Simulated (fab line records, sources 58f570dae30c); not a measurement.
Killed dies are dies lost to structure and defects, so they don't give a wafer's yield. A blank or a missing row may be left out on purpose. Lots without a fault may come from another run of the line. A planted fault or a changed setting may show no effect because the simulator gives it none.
Which tool did it? | flow berkeley_cmos170 | 7 lots, 21 wafers sampled, at 1 step of a route of 331

WHAT THE GAUGES READ, wafer by wafer
UCB170_PVT_OVL_MEAS_06.
lot  | measured     | on         | PVT_OVL (nm)
L852 | day 5 22:32  | overlay-01 | 1 1 7
L855 | day 6 15:33  | overlay-01 | -7 -1 -4
L856 | day 7 04:19  | overlay-02 | -4 2 -6
L857 | day 7 15:21  | overlay-02 | -13 -14 -13
L868 | day 9 09:55  | overlay-01 | 6 7 1
L871 | day 10 01:19 | overlay-01 | 2 1 4
L872 | day 10 01:40 | overlay-01 | -8 -15 -5

WHICH TOOL RAN EACH LOT (tool, then ch and the chambers of the sampled wafers, then the start)
The record holds no process step before these readings.

THE ANSWER, worked out from the rows above alone
Rule: what is usual is taken from the lots themselves. Put in order of their means at a reading, lots are off if they are a third of the lots or fewer, leave a main group of 4 or more, and stand apart from it by a gap of 3 or more times the standard deviation of the main group's means; of several such gaps the widest counts. A main group whose means are all the same, to the digits that the tables above print for the reading, isn't used. A lot without any number at a reading at which 4 lots or more have one is off too. The other lots that the step has rows for count as sound.
No lot is off at any reading shown: from this, nothing can be told.

WHAT THE SIMULATOR HAD PUT IN
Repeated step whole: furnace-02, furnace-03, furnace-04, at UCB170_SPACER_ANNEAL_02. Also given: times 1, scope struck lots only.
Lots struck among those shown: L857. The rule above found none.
